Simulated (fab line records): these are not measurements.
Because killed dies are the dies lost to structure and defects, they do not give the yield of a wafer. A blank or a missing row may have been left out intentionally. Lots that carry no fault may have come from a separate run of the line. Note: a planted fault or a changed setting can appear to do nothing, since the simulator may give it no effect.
fab line records ; flow ritCmos
[record] lots = 6; wafers = 18; lastDay = 7
route steps=202 shown CONTACT@183 M1@184
lots untouched by any fault: they come from a run of this same line in which no faults occurred
startH: the number of hours between the record's first day and the start of the first shown wafer of the lot ; waitH: hours from the lot's prior step to this one ; " as in the row above ; L1.1+2: a single row standing in for several wafers ; - either no value or no given start ; * or withheld: withheld ; < > ~ a bound
route shown NAME@n: names a module that has steps shown in the file, with the first one's number in the route ; usual: mean/standard deviation taken from wafers without a fault ; same: alike in all rows ; chamber/n: place in a boat ; sites: the reading at each site ; _std_site: standard deviation of those values ; _edge_site: the outer-site mean with the inner-site mean subtracted ; radiusMm: how far each site lies from the wafer's centre ; mask NAME#n: copy n ; behind: the last tool/chamber to shape the wafer ; hold: the reason the lot was held/the length of the hold in hours/how it ended ; device: which transistor (n, p or np) failed to switch ; end of line: tests of these same wafers at the route's end ; a step without rows: its recipe alone ; killed: the dies lost at the first sort to structure and to defects; this is not the yield of the wafer ; map: a wafer's dies, x killed, . not, _ none there
set.NAME: the run value of the setting; set.NAME@STEP: its run value at that earlier step ; model.NAME: the simulator's own value behind a step, which no gauge read
lots at some steps of the route; a table a step, a row a wafer
services: the hour from which a tool's chamber was out of use, counted from the record's first day as startH (under 0 if before that day), plus the number of hours and why
[[steps]]
[step RIT_CONTACT_CLEAN_14]
[recipe] chemistry = SC2; mix = 3:3:50; timeS = 600; tempC = 75; dry = n2Spin
[step RIT_M1_SPUTTER_00]
[recipe] material = Al; targetThkNm = 400; powerW = 2000; chamberPressurePa = 0.4; gas = Ar; timeS = 522.8; substrateTempC = 25
[usual] throttleValvePct = 29.7/1.1
lot.wafer;tool;chamber;startH;waitH;throttleValvePct
L226.1;pvdSputter-02;-;73.13;0.0;29.5
L226.3;pvdSputter-02;-;73.13;0.0;31.0
L226.5;pvdSputter-02;-;73.13;0.0;31.1
L229.3;pvdSputter-01;-;88.62;0.0;29.3
L229.5;pvdSputter-01;-;88.62;0.0;32.1
L229.6;pvdSputter-01;-;88.62;0.0;29.0
L231.1;pvdSputter-01;-;95.81;0.0;28.9
L231.3;pvdSputter-01;-;95.81;0.0;31.9
L231.4;pvdSputter-01;-;95.81;0.0;28.6
L235.2;pvdSputter-01;-;116.60;0.0;31.9
L235.3;pvdSputter-01;-;116.60;0.0;28.6
L235.5;pvdSputter-01;-;116.60;0.0;32.2
L242.2;pvdSputter-01;-;155.87;0.0;29.1
L242.3;pvdSputter-01;-;155.87;0.0;28.6
L242.4;pvdSputter-01;-;155.87;0.0;31.7
L244.2;pvdSputter-03;-;163.72;0.0;29.8
L244.5;pvdSputter-03;-;163.72;0.0;29.0
L244.6;pvdSputter-03;-;163.72;0.0;28.9
[step RIT_M1_RS_MEAS_01]
[recipe] thkMeasGauge = four-point-probe; reads = Al_of_M1_SPUTTER_00
[usual] M1_AL_RS = 0.0698/0.00049
lot.wafer;tool;chamber;startH;waitH;M1_AL_RS[ohm/sq]
L226.1;filmMetro-04;-;73.43;0.1;0.0702
L226.3;filmMetro-04;-;73.43;0.1;0.0695
L226.5;filmMetro-04;-;73.43;0.1;0.0698
L229.3;filmMetro-04;-;88.96;0.2;0.0705
L229.5;filmMetro-04;-;88.96;0.2;0.0699
L229.6;filmMetro-04;-;88.96;0.2;0.0698
L231.1;filmMetro-01;-;96.10;0.1;0.0700
L231.3;filmMetro-01;-;96.10;0.1;0.0701
L231.4;filmMetro-01;-;96.10;0.1;0.0689
L235.2;filmMetro-04;-;116.91;0.2;0.0688
L235.3;filmMetro-04;-;116.91;0.2;0.0690
L235.5;filmMetro-04;-;116.91;0.2;0.0691
L242.2;filmMetro-04;-;156.18;0.2;0.0699
L242.3;filmMetro-04;-;156.18;0.2;0.0697
L242.4;filmMetro-04;-;156.18;0.2;0.0691
L244.2;filmMetro-04;-;164.04;0.2;0.0694
L244.5;filmMetro-04;-;164.04;0.2;0.0694
L244.6;filmMetro-04;-;164.04;0.2;0.0695
[step RIT_M1_THK_MEAS_02]
[recipe] thkMeasGauge = xrf; reads = Al_of_M1_SPUTTER_00
[usual] M1_AL_THK = 412/3.6
lot.wafer;tool;chamber;startH;waitH;M1_AL_THK[nm]
L226.1;filmMetro-04;-;73.55;0.1;408
L226.3;filmMetro-04;-;73.55;0.1;411
L226.5;filmMetro-04;-;73.55;0.1;411
L229.3;filmMetro-04;-;89.06;0.1;408
L229.5;filmMetro-04;-;89.06;0.1;412
L229.6;filmMetro-04;-;89.06;0.1;409
L231.1;filmMetro-01;-;96.22;0.1;408
L231.3;filmMetro-01;-;96.22;0.1;412
L231.4;filmMetro-01;-;96.22;0.1;414
L235.2;filmMetro-04;-;117.02;0.1;416
L235.3;filmMetro-04;-;117.02;0.1;414
L235.5;filmMetro-04;-;117.02;0.1;415
L242.2;filmMetro-04;-;156.29;0.1;411
L242.3;filmMetro-04;-;156.29;0.1;412
L242.4;filmMetro-04;-;156.29;0.1;418
L244.2;filmMetro-04;-;164.15;0.1;413
L244.5;filmMetro-04;-;164.15;0.1;412
L244.6;filmMetro-04;-;164.15;0.1;412
[step RIT_M1_HMDS_03]
[recipe] primeTimeS = 60; primeTempC = 140
[step RIT_M1_COAT_04]
[recipe] resist = NOVOLAK; spinRpm = 2000; resistThkNm = 1300
[step RIT_M1_SOFTBAKE_05]
[recipe] resist = NOVOLAK; tempC = 90; timeS = 60
[step RIT_M1_EXPOSE_06]
[recipe] maskId = M12; na = 0.6; sourceShape = conventional; sigmaOuter = 0.5; targetCdNm = 2600; doseMj = 250
[step RIT_M1_PEB_07]
[recipe] resist = NOVOLAK; tempC = withheld; timeS = withheld
[step RIT_M1_DEVELOP_08]
[recipe] resist = NOVOLAK; developTimeS = 68; devTempC = 23
[step RIT_M1_CD_MEAS_09]
[recipe] targetCdNm = 2600
[usual] cdNm = 2599.8/2.1
lot.wafer;tool;chamber;startH;waitH;cdNm
L226.1;cdSem-02;-;74.61;-;2599.4
L226.3;cdSem-02;-;74.61;-;2601.5
L226.5;cdSem-02;-;74.61;-;2599.0
L229.3;cdSem-02;-;90.02;-;2598.3
L229.5;cdSem-02;-;90.02;-;2598.8
L229.6;cdSem-02;-;90.02;-;2598.7
L231.1;cdSem-02;-;97.16;-;2597.8
L231.3;cdSem-02;-;97.16;-;2599.3
L231.4;cdSem-02;-;97.16;-;2598.2
L235.2;cdSem-02;-;118.48;-;2599.1
L235.3;cdSem-02;-;118.48;-;2600.0
L235.5;cdSem-02;-;118.48;-;2599.8
L242.2;cdSem-02;-;157.24;-;2600.8
L242.3;cdSem-02;-;157.24;-;2600.5
L242.4;cdSem-02;-;157.24;-;2600.3
L244.2;cdSem-01;-;165.30;-;2598.3
L244.5;cdSem-01;-;165.30;-;2599.0
L244.6;cdSem-01;-;165.30;-;2599.0
[step RIT_M1_OVL_MEAS_10]
[usual] M1_OVL = 0.6/1.3
lot.wafer;tool;chamber;startH;waitH;M1_OVL[nm]
L226.1;overlay-01;-;74.73;0.1;-3.2
L226.3;overlay-01;-;74.73;0.1;-2.3
L226.5;overlay-01;-;74.73;0.1;-1.3
L229.3;overlay-01;-;90.11;0.1;1.0
L229.5;overlay-01;-;90.11;0.1;0.6
L229.6;overlay-01;-;90.11;0.1;1.2
L231.1;overlay-02;-;97.28;0.1;1.8
L231.3;overlay-02;-;97.28;0.1;1.0
L231.4;overlay-02;-;97.28;0.1;2.0
L235.2;overlay-02;-;118.58;0.1;0.7
L235.3;overlay-02;-;118.58;0.1;0.3
L235.5;overlay-02;-;118.58;0.1;1.0
L242.2;overlay-02;-;157.35;0.1;2.2
L242.3;overlay-02;-;157.35;0.1;2.6
L242.4;overlay-02;-;157.35;0.1;3.0
L244.2;overlay-02;-;165.41;0.1;1.5
L244.5;overlay-02;-;165.41;0.1;1.4
L244.6;overlay-02;-;165.41;0.1;0.6
[step RIT_M1_HARDBAKE_11]
[recipe] resist = NOVOLAK; tempC = 140; timeS = 120
[usual] heaterPowerTotalW = 52.03/0.063; plateTempC = 140.00/0.14
lot.wafer;tool;chamber;startH;waitH;heaterPowerTotalW;plateTempC
L226.1;lithoTrack-02;0;74.84;0.1;52.01;139.97
L226.3;lithoTrack-02;0;74.84;0.1;51.94;139.73
L226.5;lithoTrack-02;0;74.84;0.1;52.04;139.82
L229.3;lithoTrack-03;0;90.21;0.1;52.19;139.83
L229.5;lithoTrack-03;0;90.21;0.1;52.03;139.80
L229.6;lithoTrack-03;0;90.21;0.1;51.88;139.79
L231.1;lithoTrack-02;0;97.32;0.0;51.67;139.21
L231.3;lithoTrack-02;0;97.32;0.0;51.56;139.19
L231.4;lithoTrack-02;0;97.32;0.0;51.61;139.12
L235.2;lithoTrack-02;0;118.74;0.2;51.66;139.19
L235.3;lithoTrack-02;0;118.74;0.2;51.65;139.24
L235.5;lithoTrack-02;0;118.74;0.2;51.64;139.34
L242.2;lithoTrack-04;0;157.62;0.3;52.03;140.01
L242.3;lithoTrack-04;0;157.62;0.3;52.01;140.01
L242.4;lithoTrack-04;0;157.62;0.3;51.97;140.19
L244.2;lithoTrack-04;0;165.48;0.1;51.96;140.10
L244.5;lithoTrack-04;0;165.48;0.1;51.94;140.15
L244.6;lithoTrack-04;0;165.48;0.1;51.96;140.10
[step RIT_M1_METAL_ETCH_12]
[recipe] stopOn = SiO2; chemistry = Cl2/BCl3; target = Al; timeS = 165; overEtchFrac = 0.5; pressureMtorr = 100; targetDepthA = 6000; rfW = 254.6; Cl2_flow_sccm = 60; bcl3FlowSccm = 50
[usual] drypumpMotorCurrentA = 5.5/0.51; oesProductAu = 0.792/0.014; throttleValvePct = 8.22/0.16
lot.wafer;tool;chamber;startH;waitH;drypumpMotorCurrentA;oesProductAu;rfHoursCounterH;throttleValvePct
L226.1;rieMetal-04;1;75.09;0.2;6.4;0.772;3;8.16
L226.3;rieMetal-04;0;75.09;0.2;5.1;0.786;-;8.05
L226.5;rieMetal-04;0;75.09;0.2;5.1;0.793;-;8.06
L229.3;rieMetal-04;1;90.44;0.2;6.4;0.777;-;8.18
L229.5;rieMetal-04;0;90.44;0.2;5.1;0.789;-;8.04
L229.6;rieMetal-04;1;90.44;0.2;6.4;0.770;-;8.17
L231.1;rieMetal-03;1;97.57;0.2;5.0;0.803;37;8.38
L231.3;rieMetal-03;1;97.57;0.2;5.0;0.814;-;8.37
L231.4;rieMetal-03;0;97.57;0.2;5.7;0.821;-;8.15
L235.2;rieMetal-04;1;118.95;0.2;6.4;0.780;3;8.16
L235.3;rieMetal-04;0;118.95;0.2;5.1;0.799;-;8.05
L235.5;rieMetal-04;1;118.95;0.2;6.4;0.767;-;8.17
L242.2;rieMetal-03;0;157.83;0.2;5.7;0.807;0;8.17
L242.3;rieMetal-03;1;157.83;0.2;5.0;0.815;-;8.38
L242.4;rieMetal-03;0;157.83;0.2;5.8;0.804;-;8.16
L244.2;rieMetal-01;0;165.69;0.2;5.5;0.789;6;8.47
L244.5;rieMetal-01;1;165.69;0.2;5.1;0.800;-;8.06
L244.6;rieMetal-01;0;165.69;0.2;5.5;0.795;-;8.47
[step RIT_M1_PROBE_99]
[usual] defectLimitedYield = 97.3/1.3; killedAtContacts = 0.1/0.3; killedAtFrontEnd = 7/3.4; killedDies = 7/3.4; killedOpen = 3.6/2.1; killedShort = 3.5/2.1; sort_bin_3_pad_short = 0.1/0.27; sort_bin_5_function = 1.5/0.75; sort_bin_6_memory = 1.0/0.75; sortNPass = 257/3.4; sortYieldPct = 97.3/1.3
[same] grossDies = 264; killed_at_M0_to_M3 = 0; killed_at_M4_up = 0; killedAtBackSide = 0; killedAtOther = 0
lot.wafer;tool;chamber;startH;waitH;defectLimitedYield[%];killedAtContacts;killedAtFrontEnd;killedDies;killedOpen;killedShort;sort_bin_3_pad_short[%];sort_bin_5_function[%];sort_bin_6_memory[%];sortNPass;sortYieldPct[%]
L226.1;prober-02;-;77.34;0.1;98.1;0;5;5;3;2;0.4;0.8;0.8;259;98.1
L226.3;prober-02;-;77.44;0.2;98.1;2;3;5;2;3;0;1.5;0.4;259;98.1
L226.5;prober-02;-;77.54;0.2;99.6;0;1;1;0;1;0;0;0.4;263;99.6
L229.3;prober-01;-;92.75;0.2;96.2;0;10;10;5;5;0;1.9;1.9;254;96.2
L229.5;prober-01;-;92.85;0.2;97.7;0;6;6;3;3;0;1.1;1.1;258;97.7
L229.6;prober-01;-;92.90;0.2;97.7;0;6;6;3;3;0;0.8;1.5;258;97.7
L231.1;prober-01;-;99.83;0.1;95.8;0;11;11;5;6;0;3.4;0.8;253;95.8
L231.3;prober-01;-;99.93;0.2;97.3;0;7;7;3;4;0.4;1.1;1.1;257;97.3
L231.4;prober-01;-;99.98;0.2;97.3;0;7;7;4;3;0.4;1.9;0.4;257;97.3
L242.2;prober-02;-;160.13;0.1;97.7;0;6;6;6;0;0;1.5;0.8;258;97.7
L242.3;prober-02;-;160.18;0.2;99.2;0;2;2;1;1;0.4;0.4;0;262;99.2
L242.4;prober-02;-;160.23;0.2;98.5;0;4;4;0;4;0.8;0.8;0;260;98.5
L244.2;prober-01;-;168.03;0.1;96.6;0;9;9;5;4;0;1.5;1.9;255;96.6
L244.5;prober-01;-;168.18;0.2;96.6;0;9;9;5;4;0.4;1.9;1.1;255;96.6
L244.6;prober-01;-;168.23;0.2;96.6;0;9;9;2;7;0.4;1.9;1.1;255;96.6
// killed by level:class
L226.1 FOX1:geometricParticle:open=2 FOX2:geometricParticle:short=1 REOX:geometricParticle:short=1 SILICIDE:geometricParticle:open=1
L226.3 FOX1:geometricParticle:open=1 GATE:geometricParticle:short=1 REOX:geometricParticle:short=1 CONTACT:geometricParticle:open=1 CONTACT:geometricParticle:short=1
L226.5 SPACER:geometricParticle:short=1
L229.3 GATE:geometricParticle:open=4 GATE:geometricParticle:short=3 FOX1:geometricParticle:short=1 REOX:geometricParticle:short=1 REOX:geometricParticle:open=1
L229.5 SILICIDE:geometricParticle:open=2 FOX2:geometricParticle:short=1 GATE:geometricParticle:open=1 GATE:geometricParticle:short=1 SPACER:geometricParticle:short=1
L229.6 GATE:geometricParticle:short=3 GATE:geometricParticle:open=2 REOX:geometricParticle:open=1
L231.1 FOX1:geometricParticle:short=2 GATE:geometricParticle:short=2 REOX:geometricParticle:short=2 SPACER:geometricParticle:open=2 FOX1:geometricParticle:open=1 FOX2:geometricParticle:open=1 GATE:geometricParticle:open=1
L231.3 FOX2:geometricParticle:open=2 GATE:geometricParticle:short=2 FOX1:geometricParticle:short=1 FOX2:geometricParticle:short=1 REOX:geometricParticle:open=1
L231.4 FOX1:geometricParticle:open=2 GATE:geometricParticle:open=2 FOX1:geometricParticle:short=1 GATE:geometricParticle:short=1 REOX:geometricParticle:short=1
L242.2 GATE:geometricParticle:open=2 ACTIVE:geometricParticle:open=1 FOX1:geometricParticle:open=1 SPACER:geometricParticle:open=1 SILICIDE:geometricParticle:open=1
L242.3 FOX2:geometricParticle:short=1 SILICIDE:geometricParticle:open=1
L242.4 FOX2:geometricParticle:short=3 SILICIDE:geometricParticle:short=1
L244.2 REOX:geometricParticle:short=2 SPACER:geometricParticle:open=2 ACTIVE:geometricParticle:open=1 FOX1:geometricParticle:open=1 FOX1:geometricParticle:short=1 FOX2:geometricParticle:open=1 GATE:geometricParticle:short=1
L244.5 GATE:geometricParticle:short=2 GATE:geometricParticle:open=2 FOX1:geometricParticle:open=1 REOX:geometricParticle:short=1 REOX:geometricParticle:open=1 SPACER:geometricParticle:short=1 SPACER:geometricParticle:open=1
L244.6 SPACER:geometricParticle:short=3 REOX:geometricParticle:short=2 GATE:geometricParticle:short=1 SILICIDE:geometricParticle:open=1 SPACER:geometricParticle:open=1 SILICIDE:geometricParticle:short=1
[[services]]
tool;chamber;startH;hours;kind
rieMetal-01;1;91.03;14.5;repair
pvdSputter-01;-;102.35;0.6;repair
rieMetal-04;-;112.26;0.3;repair
pvdSputter-03;-;128.60;1.5;repair
rieMetal-01;1;135.89;16.4;repair
rieMetal-03;-;136.12;20.0;pm
rieMetal-03;0;136.12;20.0;ventCycle
rieMetal-03;1;136.12;20.0;ventCycle
rieMetal-03;0;156.12;-;clean
rieMetal-03;1;156.12;-;clean
rieMetal-01;-;159.21;4.3;pm
pvdSputter-01;-;163.03;2.4;repair
[[key]]
[firstSign] step = RIT_M1_HARDBAKE_11; reading = heaterPowerTotalW; direction = down; sigmas = 6.3; usual = 52.03; struck = 51.63
[effect] step = RIT_M1_HARDBAKE_11; reading = plateTempC; direction = down; sigmas = 5.8; usual = *; struck = *
metAt RIT_M1_HARDBAKE_11
struckWafers L231.1,L231.3,L231.4,L235.2,L235.3,L235.5
onsetBetween 74.84 97.32
[fault] kind = processParameterDrift; tool = lithoTrack-02; chamber = -; onsetH = 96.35; steps = RIT_M1_HARDBAKE_11; channel = tempC; offset = *; shape = step; endH = 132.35; actsIn = *; stated = *
